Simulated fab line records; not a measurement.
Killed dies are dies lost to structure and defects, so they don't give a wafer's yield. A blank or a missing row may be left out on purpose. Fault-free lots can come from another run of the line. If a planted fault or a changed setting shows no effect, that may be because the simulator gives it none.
Tool commonality check + flow ritCmos + Sampled: 14 lots, 42 wafers

## WHY IT WAS OPENED
Of 14 lots, 2 have the reading FOX1_OXIDE_THK flagged at RIT_FOX1_THK_MEAS_01. No-fault wafers: 354 nm, standard deviation 7.5.
Rule: a lot is flagged in two cases, either no wafer of it has a number, or all its wafers with numbers fall more than 4 standard deviations from that mean. As for the other lots, they are considered sound.

| lot  | measured    | on           | FOX1_OXIDE_THK (nm), wafer by wafer | flag    |
|------|-------------|--------------|-------------------------------------|---------|
| L589 | day 1 18:20 | filmMetro-01 | 351 355 356                         |         |
| L590 | day 1 22:15 | filmMetro-01 | 359 358 364                         |         |
| L591 | day 2 02:57 | filmMetro-01 | 356 352 352                         |         |
| L593 | day 2 13:32 | filmMetro-01 | 369 369 368                         |         |
| L596 | day 3 06:00 | filmMetro-03 | 361 368 364                         |         |
| L599 | day 3 20:40 | filmMetro-01 | 227 232 234                         | FLAGGED |
| L601 | day 4 06:38 | filmMetro-04 | 239 235 233                         | FLAGGED |
| L602 | day 4 11:22 | filmMetro-03 | 342 343 344                         |         |
| L603 | day 4 17:10 | filmMetro-03 | 363 365 363                         |         |
| L605 | day 5 03:03 | filmMetro-03 | 359 354 356                         |         |
| L607 | day 5 12:47 | filmMetro-03 | 352 349 345                         |         |
| L609 | day 5 21:00 | filmMetro-03 | 341 340 344                         |         |
| L611 | day 6 06:52 | filmMetro-04 | 354 350 348                         |         |
| L612 | day 6 13:23 | filmMetro-03 | 350 357 354                         |         |
Average over the flagged lots: 233 nm; offset from the usual -121 nm, equal to -16 standard deviations.

## WHICH TOOL EACH LOT WENT THROUGH
The record keeps 1 process step preceding the reading, out of 202 steps on the route. Read each cell as the tool, then ch plus the chambers that the sampled wafers visited, then the start.
| lot  | flag    | RIT_FOX1_OXIDATION_00        |
|------|---------|------------------------------|
| L589 |         | furnace-03 ch 0, day 1 17:01 |
| L590 |         | furnace-01 ch 0, day 1 20:55 |
| L591 |         | furnace-01 ch 0, day 2 01:38 |
| L593 |         | furnace-03 ch 0, day 2 12:13 |
| L596 |         | furnace-03 ch 0, day 3 04:40 |
| L599 | FLAGGED | furnace-01 ch 0, day 3 19:21 |
| L601 | FLAGGED | furnace-01 ch 0, day 4 05:19 |
| L602 |         | furnace-02 ch 0, day 4 10:03 |
| L603 |         | furnace-03 ch 0, day 4 15:50 |
| L605 |         | furnace-03 ch 0, day 5 01:44 |
| L607 |         | furnace-03 ch 0, day 5 11:29 |
| L609 |         | furnace-03 ch 0, day 5 19:40 |
| L611 |         | furnace-03 ch 0, day 6 05:31 |
| L612 |         | furnace-01 ch 0, day 6 12:03 |
These steps, and what they do:
- RIT_FOX1_OXIDATION_00: target thk 350.7 nm, ox time 1130 s.
- RIT_FOX1_THK_MEAS_01

## FLAGGED OVER TOTAL, TOOL BY TOOL (the gauges that took the reading come last)
| step                  | tool         | lots run | flagged | share of the flagged lots | sound lots run after its first flagged lot |
|-----------------------|--------------|----------|---------|---------------------------|--------------------------------------------|
| RIT_FOX1_OXIDATION_00 | furnace-01   | 5        | 2       | all                       | 1 (L612)                                   |
| RIT_FOX1_OXIDATION_00 | furnace-02   | 1        | 0       | none                      | -                                          |
| RIT_FOX1_OXIDATION_00 | furnace-03   | 8        | 0       | none                      | -                                          |
| RIT_FOX1_THK_MEAS_01  | filmMetro-01 | 5        | 1       | some                      | 0                                          |
| RIT_FOX1_THK_MEAS_01  | filmMetro-03 | 7        | 0       | none                      | -                                          |
| RIT_FOX1_THK_MEAS_01  | filmMetro-04 | 2        | 1       | some                      | 1 (L611)                                   |

## WHAT THE TABLE PERMITS
In the table, 1 row covers all flagged lots: furnace-01 at RIT_FOX1_OXIDATION_00.
- furnace-01 at RIT_FOX1_OXIDATION_00 ran 5 lots, 2 of them flagged. Lots that were sound ran on it after the first flagged one (L612); a persistent fault on the entire tool would not allow that.
Not one row of the table ran every flagged lot while running no sound lot after the first.

## WHAT THE SIMULATOR HAD INSERTED
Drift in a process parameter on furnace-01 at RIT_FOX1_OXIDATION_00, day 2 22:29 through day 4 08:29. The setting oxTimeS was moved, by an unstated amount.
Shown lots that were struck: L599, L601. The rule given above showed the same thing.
